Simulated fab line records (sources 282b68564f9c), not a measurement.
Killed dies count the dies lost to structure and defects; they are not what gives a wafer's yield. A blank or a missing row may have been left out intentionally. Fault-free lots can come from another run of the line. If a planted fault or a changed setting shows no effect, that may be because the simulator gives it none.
fab line records	flow rit_cmos
record lots=5	wafers=23
route steps=202 shown PLDD@115 CONTACT@171
start_h: hours from the record's opening day to when the first of the lot's shown wafers began	wait_h: time in hours since the lot's previous step	" unchanged from the row above	L1.1+2: one row covering several wafers at once	- no value, or no start was given	* or withheld: withheld	< > ~ a bound
route shown NAME@n: names a module that has steps shown in the file, with the first one's number in the route	usual: average and standard deviation across the fault-free wafers	same: alike in all rows	chamber/n: place in a boat	sites: readings site by site	_std_site: standard deviation of those values	_edge_site: outer sites' mean less inner sites'	radius_mm: how far each site lies from the wafer's centre	mask NAME#n: copy n	behind: the most recent tool/chamber to have shaped the wafer	hold: why the lot went on hold/how many hours it stayed there/how the hold came to an end	device: transistor that didn't switch, given as n, p or np	end of line: at the end of the route, the tests of the same wafers	a step with no rows: only its recipe	killed: count of dies lost to structure and defects at first sort (not the wafer's yield)	map: the dies of a wafer, with x for killed, . for not killed, _ for no die there
set.NAME: the setting that was run; set.NAME@STEP: the one run at that earlier step	model.NAME: the simulator's own value behind a step, which no gauge read
lots whose settings were changed on purpose; a table a step, a row a wafer
## steps
# step RIT_PLDD_COAT_01
# recipe resist=NOVOLAK	spin_rpm=3250	resist_thk_nm=1000
lot.wafer	tool	chamber	start_h	wait_h	set.spin_rpm	model.NOVOLAK_of_PLDD_COAT_01.thk_nm
L077.2	litho_track-03	0	59.12	0.1	3362	988.4
L077.3	"	0	"	"	3250	1005
L077.4+6	"	0	"	"	3250	1003
L077.5	"	0	"	"	3362	987
L079.1	litho_track-02	0	67.58	0.1	3092	1031
L079.2	"	0	"	"	3250	1008
L079.3	"	0	"	"	3250	1004
L079.4	"	0	"	"	3250	1001
L079.5	"	0	"	"	3092	1029
L080.1	litho_track-03	0	76.65	0.1	3074	1029
L080.2	"	0	"	"	3074	1028
L080.4	"	0	"	"	3074	1027
L080.5	"	0	"	"	3250	1001
L080.6	"	0	"	"	3250	1003
L084.1	litho_track-04	0	97.35	0.1	3381	980.2
L084.2	"	0	"	"	3381	980.6
L084.3	"	0	"	"	3250	1002
L084.4	"	0	"	"	3381	982.2
L084.6	"	0	"	"	3250	999.4
L085.2	litho_track-04	0	103.21	0.1	3250	1005
L085.4	"	0	"	"	3250	1003
L085.6	"	0	"	"	3250	1006
# step RIT_PLDD_SOFTBAKE_02
# recipe resist=NOVOLAK	temp_c=90	time_s=60
# step RIT_PLDD_EXPOSE_03
# recipe mask_id=M8	na=0.57	target_cd_nm=40900	dose_mj=250
# step RIT_PLDD_DEVELOP_05
# recipe resist=NOVOLAK	develop_time_s=50	dev_temp_c=23
# step RIT_PLDD_HARDBAKE_07
# recipe resist=NOVOLAK	temp_c=140	time_s=60
lot.wafer	tool	chamber	start_h	wait_h	set.spin_rpm@PLDD_COAT_01	model.NOVOLAK_of_PLDD_COAT_01.thk_nm
L077.2	litho_track-03	0	59.85	0.0	3362	873.7
L077.3	"	0	"	"	3250	888.3
L077.4	"	0	"	"	3250	886.4
L077.5	"	0	"	"	3362	872.4
L077.6	"	0	"	"	3250	886.8
L079.1	litho_track-04	0	68.45	0.0	3092	910.9
L079.2	"	0	"	"	3250	891
L079.3	"	0	"	"	3250	886.9
L079.4	"	0	"	"	3250	884.9
L079.5	"	0	"	"	3092	908.9
L080.1	litho_track-02	0	77.39	0.0	3074	909.2
L080.2	"	0	"	"	3074	908.6
L080.4	"	0	"	"	3074	907.5
L080.5	"	0	"	"	3250	884.3
L080.6	"	0	"	"	3250	886.4
L084.1	litho_track-03	0	98.21	0.0	3381	866.5
L084.2	"	0	"	"	3381	866.8
L084.3	"	0	"	"	3250	885.2
L084.4	"	0	"	"	3381	868.1
L084.6	"	0	"	"	3250	883.3
L085.2	litho_track-03	0	104.07	0.0	3250	887.8
L085.4	"	0	"	"	3250	886.2
L085.6	"	0	"	"	3250	889.1
# step RIT_CONTACT_COAT_03
# recipe resist=NOVOLAK	spin_rpm=3250	resist_thk_nm=1000
lot.wafer	tool	chamber	start_h	wait_h	set.spin_rpm	model.NOVOLAK_of_CONTACT_COAT_03.thk_nm
L077.2	litho_track-03	0	67.89	0.1	3181	1013
L077.3	"	0	"	"	3181	1015
L077.4	"	0	"	"	3181	1012
L077.5	"	0	"	"	3250	999.9
L077.6	"	0	"	"	3250	1001
L079.1	litho_track-01	0	77.19	0.1	3250	999.8
L079.2	"	0	"	"	3349	984.2
L079.3	"	0	"	"	3250	999.7
L079.4	"	0	"	"	3349	984.7
L079.5	"	0	"	"	3250	998.6
L080.1	litho_track-04	0	84.98	0.1	3177	1007
L080.2	"	0	"	"	3177	1004
L080.4	"	0	"	"	3177	1006
L080.5	"	0	"	"	3250	998.4
L080.6	"	0	"	"	3250	996
L084.1+6	litho_track-04	0	106.03	0.1	3250	1001
L084.2	"	0	"	"	3088	1026
L084.3	"	0	"	"	3250	998.7
L084.4	"	0	"	"	3088	1022
L085.2	litho_track-03	0	111.99	0.1	3250	999.6
L085.4+6	"	0	"	"	3250	1001
# step RIT_CONTACT_DEVELOP_07
# recipe resist=NOVOLAK	develop_time_s=120	dev_temp_c=23
lot.wafer	tool	chamber	start_h	wait_h	set.develop_time_s
L077.2+3+5	litho_track-03	0	-	-	120
L077.4+6	"	0	"	"	137.8
L079.1+2+3+4+5	litho_track-04	0	-	-	120
L080.1+4+5	litho_track-01	0	-	-	120
L080.2+6	"	0	"	"	102.2
L084.1+3	litho_track-04	0	-	-	120
L084.2+4+6	"	0	"	"	115.1
L085.2+4+6	litho_track-03	0	-	-	120
# step RIT_CONTACT_CD_MEAS_08
# recipe target_cd_nm=1000
# usual cd_nm=999.0/2
lot.wafer	tool	chamber	start_h	wait_h	set.develop_time_s@CONTACT_DEVELOP_07	cd_nm
L077.2	cd_sem-02	-	68.83	-	120	995.1
L077.3	"	-	"	"	120	995.4
L077.4	"	-	"	"	137.8	1007.1
L077.5	"	-	"	"	120	997.8
L077.6	"	-	"	"	137.8	1007.1
L079.1	cd_sem-01	-	78.13	-	120	1001.8
L079.2	"	-	"	"	120	1004.0
L079.3	"	-	"	"	120	1003.2
L079.4	"	-	"	"	120	1001.9
L079.5	"	-	"	"	120	1003.6
L080.1	cd_sem-02	-	85.80	-	120	998.3
L080.2	"	-	"	"	102.2	986.0
L080.4	"	-	"	"	120	997.6
L080.5	"	-	"	"	120	1000.7
L080.6	"	-	"	"	102.2	986.6
L084.1	cd_sem-01	-	106.84	-	120	999.1
L084.2	"	-	"	"	115.1	991.9
L084.3	"	-	"	"	120	998.2
L084.4	"	-	"	"	115.1	991.6
L084.6	"	-	"	"	115.1	992.3
L085.2	cd_sem-01	-	112.80	-	120	999.3
L085.4	"	-	"	"	120	998.9
L085.6	"	-	"	"	120	999.0
# step RIT_CONTACT_HARDBAKE_10
# recipe resist=NOVOLAK	temp_c=140	time_s=60
lot.wafer	tool	chamber	start_h	wait_h	set.spin_rpm@CONTACT_COAT_03	model.NOVOLAK_of_CONTACT_COAT_03.thk_nm
L077.2	litho_track-04	0	68.99	0.0	3181	894.9
L077.3	"	0	"	"	3181	896.3
L077.4	"	0	"	"	3181	893.7
L077.5	"	0	"	"	3250	883.3
L077.6	"	0	"	"	3250	883.9
L079.1	litho_track-03	0	78.29	0.0	3250	883.2
L079.2	"	0	"	"	3349	869.5
L079.3	"	0	"	"	3250	883.1
L079.4	"	0	"	"	3349	870
L079.5	"	0	"	"	3250	882.1
L080.1	litho_track-04	0	85.96	0.0	3177	889.5
L080.2	"	0	"	"	3177	887.3
L080.4	"	0	"	"	3177	888.2
L080.5	"	0	"	"	3250	881.9
L080.6	"	0	"	"	3250	879.9
L084.1+6	litho_track-04	0	107.00	0.0	3250	884
L084.2	"	0	"	"	3088	905.9
L084.3	"	0	"	"	3250	882.2
L084.4	"	0	"	"	3088	903
L085.2	litho_track-03	0	112.96	0.0	3250	882.9
L085.4	"	0	"	"	3250	884.1
L085.6	"	0	"	"	3250	884
# step RIT_CONTACT_ETCH_11
# recipe target_depth_a=4800	over_etch_frac=0.2	stop_on=TiSi2	chemistry=CHF3/CF4/Ar	target=SiO2	CHF3_flow_sccm=50	cf4_flow_sccm=10	Ar_flow_sccm=100	O2_flow_sccm=5	pressure_mtorr=100	rf_w=200	time_s=320
lot.wafer	tool	chamber	start_h	wait_h	set.spin_rpm@CONTACT_COAT_03	set.develop_time_s@CONTACT_DEVELOP_07	model.NOVOLAK_of_CONTACT_COAT_03.thk_nm	model.CONTACT.cd_nm
L077.2	rie_diel-01	0	69.11	0.1	3181	120	781.4	995.4
L077.3	"	3	"	"	3181	120	782.2	995
L077.4	"	1	"	"	3181	137.8	780.7	1007
L077.5	"	3	"	"	3250	120	769.4	997.6
L077.6	"	2	"	"	3250	137.8	769.9	1007
L079.1	rie_diel-03	1	78.44	0.1	3250	120	769.2	1002
L079.2	"	2	"	"	3349	120	752.5	1004
L079.3	"	0	"	"	3250	120	767.4	1003
L079.4	"	3	"	"	3349	120	756.7	1002
L079.5	"	1	"	"	3250	120	769	1003
L080.1	rie_diel-01	0	86.11	0.1	3177	120	776.1	997.9
L080.2	"	2	"	"	3177	102.2	773.7	985.5
L080.4	"	1	"	"	3177	120	776.4	997.2
L080.5	"	3	"	"	3250	120	768	1001
L080.6	"	0	"	"	3250	102.2	767.4	986.5
L084.1	rie_diel-03	2	107.15	0.1	3250	120	768.8	998.6
L084.2	"	1	"	"	3088	115.1	793	991.6
L084.3	"	0	"	"	3250	120	766.6	997.8
L084.4	"	3	"	"	3088	115.1	789.7	991.7
L084.6	"	3	"	"	3250	115.1	771.3	992
L085.2	rie_diel-03	1	113.09	0.1	3250	120	769.6	999.2
L085.4	"	3	"	"	3250	120	770.2	999
L085.6	"	3	"	"	3250	120	769.7	999
# step RIT_CONTACT_STRIP_12
# recipe chemistry=O2	time_s=180	resist=NOVOLAK	platen_temp_c=withheld	power_w=500	pressure_mtorr=4000	o2_flow_sccm=4000
# step RIT_CONTACT_CD_MEAS_90
# recipe target_cd_nm=1000
# usual cd_nm=999.0/2.1
lot.wafer	tool	chamber	start_h	wait_h	set.develop_time_s@CONTACT_DEVELOP_07	cd_nm
L077.2	cd_sem-02	-	69.50	0.1	120	995.1
L077.3	"	-	"	"	120	995.2
L077.4	"	-	"	"	137.8	1007.1
L077.5	"	-	"	"	120	997.9
L077.6	"	-	"	"	137.8	1007.3
L079.1	cd_sem-01	-	78.81	0.1	120	1001.9
L079.2	"	-	"	"	120	1004.5
L079.3	"	-	"	"	120	1003.0
L079.4	"	-	"	"	120	1002.0
L079.5	"	-	"	"	120	1003.5
L080.1	cd_sem-01	-	86.48	0.1	120	998.2
L080.2	"	-	"	"	102.2	985.5
L080.4	"	-	"	"	120	997.1
L080.5	"	-	"	"	120	1000.8
L080.6	"	-	"	"	102.2	986.7
L084.1	cd_sem-02	-	107.52	0.1	120	998.1
L084.2	"	-	"	"	115.1	991.5
L084.3	"	-	"	"	120	997.7
L084.4	"	-	"	"	115.1	991.6
L084.6	"	-	"	"	115.1	991.9
L085.2	cd_sem-01	-	113.48	0.1	120	999.4
L085.4	"	-	"	"	120	999.3
L085.6	"	-	"	"	120	999.3
## key
split step=RIT_PLDD_COAT_01	setting=spin_rpm	stated=3250	by=wafer
response step=RIT_PLDD_COAT_01	reading=model.NOVOLAK_of_PLDD_COAT_01.thk_nm	change=-4.95	per=1%	r=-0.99
response step=RIT_PLDD_HARDBAKE_07	reading=model.NOVOLAK_of_PLDD_COAT_01.thk_nm	change=-4.33	per=1%	r=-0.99
split step=RIT_CONTACT_COAT_03	setting=spin_rpm	stated=3250	by=wafer
response step=RIT_CONTACT_COAT_03	reading=model.NOVOLAK_of_CONTACT_COAT_03.thk_nm	change=-4.87	per=1%	r=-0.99
response step=RIT_CONTACT_HARDBAKE_10	reading=model.NOVOLAK_of_CONTACT_COAT_03.thk_nm	change=-4.25	per=1%	r=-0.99
response step=RIT_CONTACT_ETCH_11	reading=model.NOVOLAK_of_CONTACT_COAT_03.thk_nm	change=-4.5	per=1%	r=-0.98
split step=RIT_CONTACT_DEVELOP_07	setting=develop_time_s	stated=120	by=wafer
response step=RIT_CONTACT_CD_MEAS_08	reading=cd_nm	change=+0.824	per=1%	r=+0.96
response step=RIT_CONTACT_ETCH_11	reading=model.CONTACT.cd_nm	change=+0.827	per=1%	r=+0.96
response step=RIT_CONTACT_CD_MEAS_90	reading=cd_nm	change=+0.825	per=1%	r=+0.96
